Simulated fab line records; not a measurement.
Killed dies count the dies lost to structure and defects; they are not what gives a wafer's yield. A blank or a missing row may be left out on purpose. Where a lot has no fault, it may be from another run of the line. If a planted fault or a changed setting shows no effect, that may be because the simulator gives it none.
fab line records	flow ritCmos
record lots=6	wafers=18	lastDay=7
route steps=202 shown NSD@138 PSD@142 SDANNEAL@153 M1@202
lots with no fault: from the same line, run without faults
startH: start of the lot's first displayed wafer, in hours after the record's first day	waitH: hours from the lot's prior step to this one	" unchanged from the row above	L1.1+2: a single row standing in for several wafers	- no value, or no start was given	* or withheld: withheld	< > ~ a bound
route shown NAME@n: a module of which the file shows steps, and the number in the route of the first	usual: mean/standard deviation of fault-free wafers	same: alike in all rows	chamber/n: place in a boat	sites: readings site by site	_std_site: the standard deviation of these	_edge_site: inner sites' mean taken away from outer sites' mean	radiusMm: for every site, how far away it sits from the centre of the wafer	mask NAME#n: copy n	behind: the most recent tool/chamber to have shaped the wafer	hold: what put the lot on hold/how long, in hours/how the hold closed	device: the n, p or np transistor that did not switch	end of line: the tests these same wafers got at the end of their route	for a step that has no rows: nothing shown but its recipe	killed: at the first sort, the dies lost to defects and structure; wafer yield is something else	map: dies across one wafer; x = killed, . = not, _ = none there
set.NAME: setting as actually run; set.NAME@STEP: the setting as run at that earlier step	model.NAME: the simulator's own value behind a step, which no gauge read
a table for each step, a row for each wafer; lots at some steps of the route
services: the hour from which a tool's chamber was out of use, counted from the record's first day as startH (under 0 if before that day), plus the number of hours and why
## steps
# step RIT_NSD_HARDBAKE_07
# recipe resist=NOVOLAK	tempC=140	timeS=60
# step RIT_NSD_IMPLANT_08
# recipe species=P	energyKev=25	doseCm2=1e+15	tiltDeg=7
# step RIT_NSD_STRIP_09
# recipe chemistry=O2	timeS=180	resist=NOVOLAK	platenTempC=withheld	powerW=500	pressureMtorr=4000	o2FlowSccm=4000
# usual drypumpMotorCurrentA=5.5/0.43
lot.wafer	tool	chamber	startH	waitH	drypumpMotorCurrentA	rfHoursCounterH
L897.3	plasmaAsher-01	0	56.80	0.1	4.7	-
L897.4	"	1	"	"	5.2	-
L897.5	"	1	"	"	5.2	-
L902.1	plasmaAsher-03	0	76.79	0.1	5.9	41
L902.2	"	1	"	"	5.8	41
L902.4	"	0	"	"	5.9	-
L910.2	plasmaAsher-03	0	119.67	0.1	6.0	46
L910.4	"	0	"	"	6.0	-
L910.5	"	1	"	"	5.9	-
L912.2	plasmaAsher-04	0	128.39	0.1	5.3	34
L912.4	"	1	"	"	5.8	-
L912.5	"	1	"	"	5.8	-
L914.1	plasmaAsher-03	1	137.71	0.1	5.9	48
L914.3	"	0	"	"	6.0	-
L914.6	"	1	"	"	5.8	-
L916.1	plasmaAsher-01	0	147.87	0.1	4.7	51
L916.4	"	1	"	"	5.2	-
L916.6	"	0	"	"	4.7	-
# step RIT_NSD_TW_MEAS_10
# usual NSD_TW=3135/14
lot.wafer	tool	chamber	startH	waitH	NSD_TW
L897.3	filmMetro-01	-	56.94	0.1	3138
L897.4	"	-	"	"	3122
L897.5	"	-	"	"	3129
L902.1	filmMetro-01	-	76.97	0.1	3127
L902.2	"	-	"	"	3113
L902.4	"	-	"	"	3123
L910.2	filmMetro-01	-	119.85	0.1	3125
L910.4	"	-	"	"	3133
L910.5	"	-	"	"	3118
L912.2	filmMetro-01	-	128.58	0.1	3149
L912.4	"	-	"	"	3145
L912.5	"	-	"	"	3137
L914.1	filmMetro-04	-	137.88	0.1	3152
L914.3	"	-	"	"	3132
L914.6	"	-	"	"	3129
L916.1	filmMetro-04	-	148.05	0.1	3105
L916.4	"	-	"	"	3113
L916.6	"	-	"	"	3119
# step RIT_PSD_HMDS_00
# recipe primeTimeS=60	primeTempC=139.6
# step RIT_PSD_COAT_01
# recipe resist=NOVOLAK	spinRpm=3250	resistThkNm=1000
# step RIT_PSD_SOFTBAKE_02
# recipe resist=NOVOLAK	tempC=90	timeS=60
# step RIT_PSD_EXPOSE_03
# recipe maskId=M10	na=0.57	targetCdNm=40900	doseMj=250
# step RIT_PSD_PEB_04
# recipe resist=NOVOLAK	tempC=withheld	timeS=withheld
# step RIT_PSD_DEVELOP_05
# recipe resist=NOVOLAK	developTimeS=50	devTempC=23
# step RIT_PSD_OVL_MEAS_06
# usual PSD_OVL=-1.3/1.3
lot.wafer	tool	chamber	startH	waitH	PSD_OVL[nm]
L897.3	overlay-01	-	57.84	-	0.4
L897.4	"	-	"	"	0.2
L897.5	"	-	"	"	-0.1
L902.1	overlay-01	-	78.02	-	-1.9
L902.2	"	-	"	"	-2.5
L902.4	"	-	"	"	-2.8
L910.2	overlay-02	-	120.82	-	-0.4
L910.4	"	-	"	"	-0.8
L910.5	"	-	"	"	-1.7
L912.2	overlay-01	-	129.76	-	-1.7
L912.4	"	-	"	"	-1.6
L912.5	"	-	"	"	-2.1
L914.1	overlay-02	-	138.92	-	0.9
L914.3	"	-	"	"	0.2
L914.6	"	-	"	"	1.7
L916.1	overlay-01	-	148.96	-	-1.4
L916.4	"	-	"	"	-1.0
L916.6	"	-	"	"	-2.2
# step RIT_PSD_HARDBAKE_07
# recipe resist=NOVOLAK	tempC=140	timeS=60
# step RIT_PSD_IMPLANT_08
# recipe species=BF2	energyKev=27	doseCm2=5e+15	tiltDeg=7
# usual beamEnergyKeV=27.003/0.0076	faradayCurrentUA=11745/600
lot.wafer	tool	chamber	startH	waitH	beamEnergyKeV	faradayCurrentUA	model.implant.rpNm	model.implant.drpNm
L897.3	implanter-02	0	58.07	0.1	27.008	11359	22.16	12.05
L897.4	"	0	"	"	27.002	10951	22.16	12.05
L897.5	"	0	"	"	26.994	10743	22.16	12.05
L902.1	implanter-01	0	78.20	0.1	26.993	11963	22.46	12.05
L902.2	"	0	"	"	26.994	11480	22.46	12.05
L902.4	"	0	"	"	26.996	11935	22.46	12.05
L910.2	implanter-01	0	121.05	0.1	22.834	11891	18.95	10.7
L910.4	"	0	"	"	22.823	12142	18.95	10.7
L910.5	"	0	"	"	22.849	11970	18.95	10.7
L912.2	implanter-01	0	129.96	0.1	22.822	12302	19.38	10.7
L912.4	"	0	"	"	22.838	12105	19.38	10.7
L912.5	"	0	"	"	22.842	12011	19.38	10.7
L914.1	implanter-02	0	139.10	0.1	27.004	11231	21.89	12.05
L914.3	"	0	"	"	27.015	11744	21.89	12.05
L914.6	"	0	"	"	27.018	11293	21.89	12.05
L916.1	implanter-02	0	149.14	0.1	26.993	11068	21.65	12.05
L916.4	"	0	"	"	27.000	10992	21.65	12.05
L916.6	"	0	"	"	26.995	11167	21.65	12.05
# step RIT_PSD_STRIP_09
# recipe chemistry=O2	timeS=180	resist=NOVOLAK	platenTempC=withheld	powerW=500	pressureMtorr=4000	o2FlowSccm=4000
# usual drypumpMotorCurrentA=5.78/0.21
lot.wafer	tool	chamber	startH	waitH	drypumpMotorCurrentA	rfHoursCounterH
L897.3	plasmaAsher-03	1	58.22	0.1	5.82	-
L897.4	"	0	"	"	5.93	-
L897.5	"	0	"	"	5.94	-
L902.1	plasmaAsher-02	1	78.35	0.1	5.84	45
L902.2	"	0	"	"	5.90	45
L902.4	"	1	"	"	5.82	-
L910.2	plasmaAsher-03	1	121.30	0.2	5.83	46
L910.4	"	1	"	"	5.83	-
L910.5	"	1	"	"	5.83	-
L912.2	plasmaAsher-04	1	130.09	0.1	5.73	34
L912.4	"	0	"	"	5.28	-
L912.5	"	0	"	"	5.31	-
L914.1	plasmaAsher-03	1	139.25	0.1	5.81	48
L914.3	"	0	"	"	5.94	-
L914.6	"	1	"	"	5.85	-
L916.1	plasmaAsher-02	1	149.29	0.1	5.86	4
L916.4	"	0	"	"	5.90	-
L916.6	"	0	"	"	5.91	-
# step RIT_PSD_TW_MEAS_10
# usual PSD_TW=3439/19
lot.wafer	tool	chamber	startH	waitH	PSD_TW
L897.3	filmMetro-04	-	58.36	0.1	3424
L897.4	"	-	"	"	3418
L897.5	"	-	"	"	3420
L902.1	filmMetro-04	-	78.53	0.1	3437
L902.2	"	-	"	"	3448
L902.4	"	-	"	"	3442
L910.2	filmMetro-03	-	121.48	0.1	3301
L910.4	"	-	"	"	3300
L910.5	"	-	"	"	3318
L912.2	filmMetro-04	-	130.27	0.1	3292
L912.4	"	-	"	"	3297
L912.5	"	-	"	"	3316
L914.1	filmMetro-04	-	139.43	0.1	3429
L914.3	"	-	"	"	3440
L914.6	"	-	"	"	3440
L916.1	filmMetro-04	-	149.47	0.1	3432
L916.4	"	-	"	"	3429
L916.6	"	-	"	"	3429
# step RIT_SDANNEAL_CLEAN_00
# recipe chemistry=SC1	mix=3:3:50	timeS=600	tempC=75
# step RIT_SDANNEAL_CLEAN_01
# recipe chemistry=dHF	dilution=50:1	timeS=31.36
# step RIT_SDANNEAL_CLEAN_02
# recipe chemistry=SC2	mix=3:3:50	timeS=600	tempC=75	dry=n2Spin
# step RIT_SDANNEAL_RTA_03
# recipe tempC=1050	timeS=5	idleTempC=600	rampUpCPerS=342	rampDownCPerS=171	coolToC=600	ambient=N2
# usual wafer_temp_C_max=1053.4/1.1
lot.wafer	tool	chamber	startH	waitH	wafer_temp_C_max
L897.3	rtpAnneal-02	0	58.80	0.0	1052.7
L897.4	"	0	"	"	1054.7
L897.5	"	0	"	"	1054.4
L902.1	rtpAnneal-01	0	79.00	0.0	1052.4
L902.2	"	0	"	"	1053.6
L902.4	"	0	"	"	1054.7
L910.2	rtpAnneal-01	0	121.91	0.0	1053.4
L910.4	"	0	"	"	1054.1
L910.5	"	0	"	"	1053.3
L912.2	rtpAnneal-02	0	130.70	0.0	1053.8
L912.4	"	0	"	"	1055.8
L912.5	"	0	"	"	1053.3
L914.1	rtpAnneal-02	0	140.06	0.0	1057.3
L914.3	"	0	"	"	1051.9
L914.6	"	0	"	"	1054.9
L916.1	rtpAnneal-02	0	149.91	0.0	1054.8
L916.4	"	0	"	"	1054.6
L916.6	"	0	"	"	1053.9
# step RIT_SDANNEAL_RS_MEAS_04
# recipe thkMeasGauge=four-point-probe
# usual PSD_RS=115.93/0.24
lot.wafer	tool	chamber	startH	waitH	PSD_RS[ohm/sq]
L897.3	filmMetro-04	-	58.88	0.1	116.32
L897.4	"	-	"	"	116.13
L897.5	"	-	"	"	115.80
L902.1	filmMetro-01	-	79.12	0.1	116.22
L902.2	"	-	"	"	116.05
L902.4	"	-	"	"	116.25
L910.2	filmMetro-01	-	121.98	0.1	126.41
L910.4	"	-	"	"	125.88
L910.5	"	-	"	"	126.41
L912.2	filmMetro-01	-	130.77	0.1	126.22
L912.4	"	-	"	"	126.24
L912.5	"	-	"	"	126.37
L914.1	filmMetro-04	-	140.12	0.0	115.95
L914.3	"	-	"	"	115.82
L914.6	"	-	"	"	115.80
L916.1	filmMetro-03	-	149.97	0.0	115.74
L916.4	"	-	"	"	115.77
L916.6	"	-	"	"	115.61
# step RIT_SDANNEAL_RS_MEAS_05
# recipe thkMeasGauge=four-point-probe
# usual NSD_RS=84.51/0.3
lot.wafer	tool	chamber	startH	waitH	NSD_RS[ohm/sq]
L897.3	filmMetro-04	-	59.00	0.1	84.61
L897.4	"	-	"	"	84.63
L897.5	"	-	"	"	84.89
L902.1	filmMetro-01	-	79.24	0.1	84.78
L902.2	"	-	"	"	84.83
L902.4	"	-	"	"	84.61
L910.2	filmMetro-01	-	122.10	0.1	84.91
L910.4	"	-	"	"	84.89
L910.5	"	-	"	"	84.84
L912.2	filmMetro-01	-	130.89	0.1	84.40
L912.4	"	-	"	"	84.39
L912.5	"	-	"	"	84.34
L914.1	filmMetro-04	-	140.24	0.1	84.22
L914.3	"	-	"	"	84.01
L914.6	"	-	"	"	84.14
L916.1	filmMetro-03	-	150.09	0.1	85.05
L916.4	"	-	"	"	85.29
L916.6	"	-	"	"	85.19
# step RIT_M1_PROBE_99
# usual killedAtContacts=0.0/0.18	killedAtFrontEnd=6/3.1	killedDies=6/3.1	killedOpen=3.4/1.9	killedShort=3.1/2
# same grossDies=264	killed_at_M0_to_M3=0	killed_at_M4_up=0	killedAtBackSide=0	killedAtOther=0
lot.wafer	tool	chamber	startH	waitH	killedAtContacts	killedAtFrontEnd	killedDies	killedOpen	killedShort	model.etest.contactPplus.endOhmUm	model.etest.diodePplusNwell.bvV	model.etest.vpnp.gain	model.etest.diodePplusNwell.cjFfUm2	model.etest.diodePplusComb.cjFfUm2	model.etest.pmos_0p15.bvV	model.etest.pmos_0p3.bvV
L897.3	prober-01	-	66.30	0.2	0	5	5	3	2	44.46	6.561	1.036	1.711	1.997	5.678	5.678
L897.4	prober-01	-	66.35	0.2	0	8	8	6	2	45.81	6.534	1.046	1.708	1.99	5.68	5.679
L897.5	prober-01	-	66.40	0.2	0	1	1	1	0	43.17	6.618	1.047	1.701	1.99	5.705	5.705
L902.1	prober-01	-	86.91	0.1	0	6	6	2	4	44.03	6.7	1.065	1.671	1.973	5.688	5.687
L902.2	prober-01	-	86.96	0.1	0	5	5	2	3	43.09	6.766	1.099	1.649	1.969	5.686	5.684
L902.4	prober-01	-	87.06	0.2	1	9	10	4	6	43.57	6.698	1.066	1.671	1.983	5.687	5.686
L910.2	prober-01	-	129.39	0.1	0	4	4	2	2	53.39	6.357	0.8966	1.806	2.105	5.536	5.536
L910.4	prober-01	-	129.49	0.2	0	11	11	4	7	51.77	6.309	0.905	1.829	2.106	5.515	5.515
L910.5	prober-01	-	129.54	0.2	0	5	5	2	3	53.18	6.291	0.8921	1.825	2.096	5.508	5.508
L912.2	prober-01	-	138.38	0.1	0	5	5	2	3	50.91	6.415	0.9207	1.769	2.075	5.588	5.588
L912.4	prober-01	-	138.48	0.2	0	4	4	1	3	52.53	6.353	0.9	1.804	2.076	5.6	5.6
L912.5	prober-01	-	138.53	0.2	0	6	6	4	2	51.85	6.359	0.9175	1.793	2.078	5.618	5.618
L914.1	prober-01	-	147.83	0.1	0	6	6	5	1	43.16	6.683	1.061	1.708	1.999	5.689	5.688
L914.3	prober-01	-	147.93	0.2	0	5	5	4	1	43.55	6.582	1.05	1.724	2.011	5.648	5.648
L914.6	prober-01	-	148.08	0.2	0	5	5	2	3	42.88	6.617	1.072	1.702	2.001	5.715	5.714
L916.1	prober-01	-	157.77	0.1	0	3	3	1	2	45.25	6.628	1.038	1.693	2.014	5.656	5.655
L916.4	prober-01	-	157.92	0.2	0	7	7	5	2	45.69	6.6	1.029	1.698	2.024	5.653	5.652
L916.6	prober-01	-	158.02	0.2	0	6	6	3	3	45.14	6.576	1.037	1.713	2.023	5.654	5.654
# killed by level:class
L897.3 FOX2:geometricParticle:open=1 GATE:geometricParticle:short=1 GATE:geometricParticle:open=1 REOX:geometricParticle:open=1 SPACER:geometricParticle:short=1
L897.4 GATE:geometricParticle:open=3 ACTIVE:geometricParticle:open=1 GATE:geometricParticle:short=1 REOX:geometricParticle:open=1 SPACER:geometricParticle:short=1 SILICIDE:geometricParticle:open=1
L897.5 GATE:geometricParticle:open=1
L902.1 GATE:geometricParticle:short=2 FOX2:geometricParticle:short=1 REOX:geometricParticle:open=1 REOX:geometricParticle:short=1 SILICIDE:geometricParticle:open=1
L902.2 GATE:geometricParticle:short=2 FOX1:geometricParticle:short=1 FOX2:geometricParticle:open=1 SPACER:geometricParticle:open=1
L902.4 GATE:geometricParticle:open=2 GATE:geometricParticle:short=2 FOX1:geometricParticle:short=1 FOX2:geometricParticle:short=1 REOX:geometricParticle:short=1 REOX:geometricParticle:open=1 SILICIDE:geometricParticle:short=1 CONTACT:geometricParticle:open=1
L910.2 FOX2:geometricParticle:open=2 FOX1:geometricParticle:short=1 REOX:geometricParticle:short=1
L910.4 GATE:geometricParticle:open=3 REOX:geometricParticle:short=3 GATE:geometricParticle:short=2 SILICIDE:geometricParticle:short=2 FOX2:geometricParticle:open=1
L910.5 FOX2:geometricParticle:short=2 GATE:geometricParticle:open=1 REOX:geometricParticle:open=1 REOX:geometricParticle:short=1
L912.2 SILICIDE:geometricParticle:open=2 FOX1:geometricParticle:short=1 GATE:geometricParticle:short=1 REOX:geometricParticle:short=1
L912.4 GATE:geometricParticle:short=2 FOX1:geometricParticle:short=1 SILICIDE:geometricParticle:open=1
L912.5 FOX1:geometricParticle:open=2 REOX:geometricParticle:open=2 SILICIDE:geometricParticle:short=2
L914.1 FOX1:geometricParticle:open=2 GATE:geometricParticle:open=2 GATE:geometricParticle:short=1 SPACER:geometricParticle:open=1
L914.3 GATE:geometricParticle:open=3 REOX:geometricParticle:open=1 SPACER:geometricParticle:short=1
L914.6 GATE:geometricParticle:open=2 GATE:geometricParticle:short=1 SPACER:geometricParticle:short=1 SILICIDE:geometricParticle:short=1
L916.1 FOX1:geometricParticle:open=1 FOX2:geometricParticle:short=1 GATE:geometricParticle:short=1
L916.4 GATE:geometricParticle:open=3 FOX1:geometricParticle:short=1 FOX2:geometricParticle:open=1 GATE:geometricParticle:short=1 SPACER:geometricParticle:open=1
L916.6 GATE:geometricParticle:open=2 FOX1:geometricParticle:short=1 FOX1:geometricParticle:open=1 GATE:geometricParticle:short=1 SPACER:geometricParticle:short=1
## services
tool	chamber	startH	hours	kind
implanter-02	-	44.78	2.9	repair
implanter-01	-	45.25	0.9	repair
implanter-02	-	73.58	2.8	pm
plasmaAsher-02	-	108.75	9.0	pm
plasmaAsher-02	0	108.75	9.0	ventCycle
plasmaAsher-02	1	108.75	9.0	ventCycle
plasmaAsher-02	0	117.75	-	clean
plasmaAsher-02	1	117.75	-	clean
implanter-02	-	127.50	3.1	repair
rtpAnneal-01	-	130.25	1.1	pm
implanter-02	-	130.94	1.5	repair
## key
firstSign step=RIT_PSD_IMPLANT_08	reading=beamEnergyKeV	direction=down	sigmas=99+	usual=27.003	struck=22.834
effect step=RIT_PSD_TW_MEAS_10	reading=PSD_TW	direction=down	sigmas=7.2	usual=3439	struck=3304
effect step=RIT_SDANNEAL_RS_MEAS_04	reading=PSD_RS	direction=up	sigmas=43	usual=115.93	struck=126.26
modelEffect step=RIT_PSD_IMPLANT_08	value=implant.rpNm	without=21.92	struck=19.16
modelEffect step=RIT_M1_PROBE_99	value=etest.contactPplus.endOhmUm	without=44.25	struck=52.27
metAt RIT_PSD_IMPLANT_08
struckWafers L910.2,L910.4,L910.5,L912.2,L912.4,L912.5
testerLeftOut L910,L912
onsetBetween 78.20 121.05
fault kind=processParameterDrift	tool=implanter-01	chamber=-	onsetH=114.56	steps=RIT_PSD_IMPLANT_08	channel=energyKev	offset=-4.1654	shape=step	endH=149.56	actsIn=theseRecipesOnly	stated=27
# testerLeftOut: of these lots the tester's yield and bins aren't shown, on N5 and GAA mostly nor the transistor test; their killed dies are dies lost to structure and defects alone, not to doping, threshold or leakage, so they don't give the yield
